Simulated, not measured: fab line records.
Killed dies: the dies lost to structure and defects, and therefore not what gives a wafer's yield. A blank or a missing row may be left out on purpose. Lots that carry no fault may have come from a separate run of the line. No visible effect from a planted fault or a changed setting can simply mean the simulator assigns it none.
Split-lot study || flow ritCmos || 23 wafers read from 5 lots, route of 202 steps

THE SPLIT ITSELF
At RIT_GATE_EXPOSE_13 (exposes mask M6, target cd 150 nm), the setting doseMj was moved away from the recipe's 380 on 4 of the 23 wafers read, by -3.8% to +6.1%. The other wafers ran this setting at the recipe's value.

FROM THE SPLIT TO THE READING: what the file shows between them, 5 steps
- RIT_GATE_PEB_14
- RIT_GATE_DEVELOP_15: develop time 50 s
- RIT_GATE_CD_MEAS_16: target cd 150 nm
- RIT_GATE_ETCH_19: etches poly-Si in SF6/CHF3/O2, stops on SiO2, time 165 s, target depth 312.5 nm (also split here: rfW)
- RIT_GATE_STRIP_20: strips in O2, time 180 s

THE READING
cdNm (nm) at RIT_GATE_CD_MEAS_90, where the cd target is 150 nm. On this fab line, fault-free wafers typically give 149.4 nm with a standard deviation of 2 nm.

{"wafer": "L074.2", "tool, chamber at the split": "ilineStepper-01, 0", "doseMj as run": 380, "against the recipe": "recipe", "cdNm, nm": 149.3, "against lot-mates on the recipe": "-"}
{"wafer": "L074.3", "tool, chamber at the split": "ilineStepper-01, 0", "doseMj as run": 380, "against the recipe": "recipe", "cdNm, nm": 149.1, "against lot-mates on the recipe": "-"}
{"wafer": "L074.4", "tool, chamber at the split": "ilineStepper-01, 0", "doseMj as run": 380, "against the recipe": "recipe", "cdNm, nm": 148.1, "against lot-mates on the recipe": "-"}
{"wafer": "L074.5", "tool, chamber at the split": "ilineStepper-01, 0", "doseMj as run": 380, "against the recipe": "recipe", "cdNm, nm": 150.7, "against lot-mates on the recipe": "-"}
{"wafer": "L074.6", "tool, chamber at the split": "ilineStepper-01, 0", "doseMj as run": 380, "against the recipe": "recipe", "cdNm, nm": 149.9, "against lot-mates on the recipe": "-"}
{"wafer": "L076.2", "tool, chamber at the split": "ilineStepper-01, 0", "doseMj as run": 380, "against the recipe": "recipe", "cdNm, nm": 145.6, "against lot-mates on the recipe": "-"}
{"wafer": "L076.5", "tool, chamber at the split": "ilineStepper-01, 0", "doseMj as run": 380, "against the recipe": "recipe", "cdNm, nm": 146.7, "against lot-mates on the recipe": "-"}
{"wafer": "L076.6", "tool, chamber at the split": "ilineStepper-01, 0", "doseMj as run": 380, "against the recipe": "recipe", "cdNm, nm": 146.0, "against lot-mates on the recipe": "-"}
{"wafer": "L077.1", "tool, chamber at the split": "ilineStepper-02, 0", "doseMj as run": 365.7, "against the recipe": "-3.8%", "cdNm, nm": 167.6, "against lot-mates on the recipe": "+19.9"}
{"wafer": "L077.3", "tool, chamber at the split": "ilineStepper-02, 0", "doseMj as run": 380, "against the recipe": "recipe", "cdNm, nm": 148.1, "against lot-mates on the recipe": "-"}
{"wafer": "L077.4", "tool, chamber at the split": "ilineStepper-02, 0", "doseMj as run": 380, "against the recipe": "recipe", "cdNm, nm": 148.0, "against lot-mates on the recipe": "-"}
{"wafer": "L077.5", "tool, chamber at the split": "ilineStepper-02, 0", "doseMj as run": 365.7, "against the recipe": "-3.8%", "cdNm, nm": 166.2, "against lot-mates on the recipe": "+18.5"}
{"wafer": "L077.6", "tool, chamber at the split": "ilineStepper-02, 0", "doseMj as run": 380, "against the recipe": "recipe", "cdNm, nm": 147.0, "against lot-mates on the recipe": "-"}
{"wafer": "L079.1", "tool, chamber at the split": "ilineStepper-01, 0", "doseMj as run": 380, "against the recipe": "recipe", "cdNm, nm": 151.9, "against lot-mates on the recipe": "-"}
{"wafer": "L079.2", "tool, chamber at the split": "ilineStepper-01, 0", "doseMj as run": 380, "against the recipe": "recipe", "cdNm, nm": 151.5, "against lot-mates on the recipe": "-"}
{"wafer": "L079.4", "tool, chamber at the split": "ilineStepper-01, 0", "doseMj as run": 380, "against the recipe": "recipe", "cdNm, nm": 152.1, "against lot-mates on the recipe": "-"}
{"wafer": "L079.5", "tool, chamber at the split": "ilineStepper-01, 0", "doseMj as run": 380, "against the recipe": "recipe", "cdNm, nm": 152.2, "against lot-mates on the recipe": "-"}
{"wafer": "L079.6", "tool, chamber at the split": "ilineStepper-01, 0", "doseMj as run": 380, "against the recipe": "recipe", "cdNm, nm": 152.0, "against lot-mates on the recipe": "-"}
{"wafer": "L082.1", "tool, chamber at the split": "ilineStepper-01, 0", "doseMj as run": 380, "against the recipe": "recipe", "cdNm, nm": 149.7, "against lot-mates on the recipe": "-"}
{"wafer": "L082.2", "tool, chamber at the split": "ilineStepper-01, 0", "doseMj as run": 403.2, "against the recipe": "+6.1%", "cdNm, nm": 119.7, "against lot-mates on the recipe": -29.9}
{"wafer": "L082.4", "tool, chamber at the split": "ilineStepper-01, 0", "doseMj as run": 403.2, "against the recipe": "+6.1%", "cdNm, nm": 119.7, "against lot-mates on the recipe": -29.9}
{"wafer": "L082.5", "tool, chamber at the split": "ilineStepper-01, 0", "doseMj as run": 380, "against the recipe": "recipe", "cdNm, nm": 149.7, "against lot-mates on the recipe": "-"}
{"wafer": "L082.6", "tool, chamber at the split": "ilineStepper-01, 0", "doseMj as run": 380, "against the recipe": "recipe", "cdNm, nm": 149.5, "against lot-mates on the recipe": "-"}

THE FIT
A straight line over all 23 wafers: cdNm changes by -4.8 nm for each +1% of doseMj; r = -0.98; the points scatter about the line by 2 nm.
The same after taking each lot's own level away (the mean of its wafers on the recipe; 23 wafers): -4.96 nm for each +1%; r = -1.00; scatter 0.58 nm.
The reading moves by 30 nm for the largest change in doseMj, on that fit.
The span of the lots' own levels, 146.10 to 151.94 nm, comes to 2.9 times the standard deviation stated above.
Hence the lot-to-lot level has little effect on the slope; both slopes agree.
Check: with one of the wafers moved furthest among these (+6.1%) left out of the fit, the line predicts -30.4 nm for it against its lot-mates. It came out at -29.9 nm against them.

THE OTHER SPLITS THESE WAFERS WENT THROUGH
These wafers also went through other splits before the reading. Each is held against what the fit with the lots' levels taken away leaves over:
{"other split on the same wafers": "RIT_GATE_ETCH_19 rfW", "wafers away from the commonest value": 10, "r with cdNm (lot level and that fit taken away)": -0.37}

THE WHOLE CHAIN: every reading that the file lists as answering this split, in the file's order
{"step": "RIT_GATE_CD_MEAS_16", "what it does": "target cd 150 nm", "reading": "cdNm", "change (the file's fit)": "-4.96 nm for each +1% of the setting", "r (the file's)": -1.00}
{"step": "RIT_GATE_CD_MEAS_90", "what it does": "target cd 150 nm", "reading": "cdNm", "change (the file's fit)": "-4.96 nm for each +1% of the setting", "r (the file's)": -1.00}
{"step": "RIT_M1_PROBE_99", "what it does": "", "reading": "etest.pmos_0p15.rOnOhmUm (the simulator's own value, which no gauge read)", "change (the file's fit)": "-109 for each +1% of the setting", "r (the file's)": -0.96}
{"step": "RIT_M1_PROBE_99", "what it does": "", "reading": "etest.pmosTurned.rOnOhmUm (the simulator's own value, which no gauge read)", "change (the file's fit)": "-111 for each +1% of the setting", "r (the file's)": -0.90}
{"step": "RIT_M1_PROBE_99", "what it does": "", "reading": "etest.nmos_0p15.rOnOhmUm (the simulator's own value, which no gauge read)", "change (the file's fit)": "-31.5 for each +1% of the setting", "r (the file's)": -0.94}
{"step": "RIT_M1_PROBE_99", "what it does": "", "reading": "etest.nmosTurned.driveUaUm (the simulator's own value, which no gauge read)", "change (the file's fit)": "+9.68 for each +1% of the setting", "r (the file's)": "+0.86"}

THE FILE'S OWN FIT
cdNm changes by -4.96 nm for each +1% of doseMj, r = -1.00.
